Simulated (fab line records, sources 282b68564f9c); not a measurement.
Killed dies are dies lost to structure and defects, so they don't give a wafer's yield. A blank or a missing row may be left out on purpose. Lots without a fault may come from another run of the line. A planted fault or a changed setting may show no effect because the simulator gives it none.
A struck lot beside a sound one | flow rit_cmos | 18 steps out of a route of 202
Sound: wafers L965.2, L965.4, L965.6. Struck: wafers L969.4, L969.5, L969.6. The cause comes at the end.
At each step with rows: each side's tool, then ch and its chambers, then its first start. Under that, the readings that differ: sound wafers | struck wafers | difference of the means | sigmas: that difference in standard deviations of wafers without a fault.
alike: readings whose means differ by less than 2 such deviations, and words and numbers that are the same on both sides. not compared: withheld readings, readings that some wafer has no value for, bounds like >300 that may hide the same value, and numbers for which the record gives no deviation and whose values overlap.
The two part at a step that has a row with sigmas, a row that says differs or no value, or rows on one side only. Numbers that don't overlap but have no deviation are shown without sigmas and don't part them. A reading that every wafer of one side lacks parts them only if that side has two wafers or more.

first, 1 step without rows for these wafers: RIT_CONTACT_HARDBAKE_10 (time 60 s).
RIT_CONTACT_ETCH_11: etches SiO2 in CHF3/CF4/Ar, stops on TiSi2, target depth 480 nm, time 320 s.
  sound on rie_diel-03 ch 0,2, day 3 03:47; struck on rie_diel-03 ch 0,3, day 4 02:20
  alike: drypump_motor_current_A, mfc_ar_sccm, oes_product_au, throttle_valve_pct
  not compared: rf_hours_counter_h
RIT_CONTACT_STRIP_12: strips in O2, time 180 s.
  sound on plasma_asher-01 ch 0,1, day 3 03:58; struck on plasma_asher-02 ch 0,1, day 4 02:35
  alike: drypump_motor_current_A, rf_refl_power_W
  not compared: rf_hours_counter_h
RIT_CONTACT_CD_MEAS_90: target cd 1000 nm.
  sound on cd_sem-02, day 3 04:10; struck on cd_sem-02, day 4 02:46
  alike: cd_nm
then, 2 steps without rows for these wafers: RIT_CONTACT_CLEAN_13 (cleans in SC1, time 600 s); RIT_CONTACT_CLEAN_14 (cleans in SC2, time 600 s).
RIT_M1_SPUTTER_00: material Al, target thk 400 nm, time 500 s.
  sound on pvd_sputter-02, day 3 04:38; struck on pvd_sputter-02, day 4 03:11
  alike: throttle_valve_pct
RIT_M1_RS_MEAS_01: measures by four-point-probe.
  sound on film_metro-04, day 3 04:57; struck on film_metro-02, day 4 03:32
  alike: M1_AL_RS
RIT_M1_THK_MEAS_02: measures by xrf.
  sound on film_metro-04, day 3 05:04; struck on film_metro-02, day 4 03:38
  alike: M1_AL_THK
then, 3 steps without rows for these wafers: RIT_M1_HMDS_03 (prime time 60 s); RIT_M1_COAT_04 (resist thk 1300 nm); RIT_M1_SOFTBAKE_05 (time 60 s).
RIT_M1_EXPOSE_06: exposes mask M12, target cd 2600 nm.
  sound on iline_stepper-01 ch 0, day 3 05:42; struck on iline_stepper-01 ch 0, day 4 04:10
  reading              | sound             | struck            | difference | sigmas
  exposure_dose_mJ_cm2 | 250.0 249.8 250.0 | 245.9 245.9 246.3 | -3.9       | -12
  alike: mask
then, 2 steps without rows for these wafers: RIT_M1_PEB_07; RIT_M1_DEVELOP_08 (develop time 68 s).
RIT_M1_CD_MEAS_09: target cd 2600 nm.
  sound on cd_sem-02, day 3 06:08; struck on cd_sem-01, day 4 04:36
  reading    | sound                | struck               | difference | sigmas
  cd_nm (nm) | 2600.7 2601.9 2600.9 | 2589.6 2588.8 2591.9 | -11.1      | -5
RIT_M1_OVL_MEAS_10:
  sound on overlay-02, day 3 06:14; struck on overlay-02, day 4 04:41
  alike: M1_OVL
then, 1 step without rows for these wafers: RIT_M1_PROBE_99.

WHERE THEY PART
First at RIT_M1_EXPOSE_06; last, within this record, at RIT_M1_CD_MEAS_09. Later steps at which nothing parts them and some readings are alike: RIT_M1_OVL_MEAS_10.

WHY: what the simulator had put in
Process parameter drift: iline_stepper-01, from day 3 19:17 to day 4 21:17, at RIT_M1_EXPOSE_06. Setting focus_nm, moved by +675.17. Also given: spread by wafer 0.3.
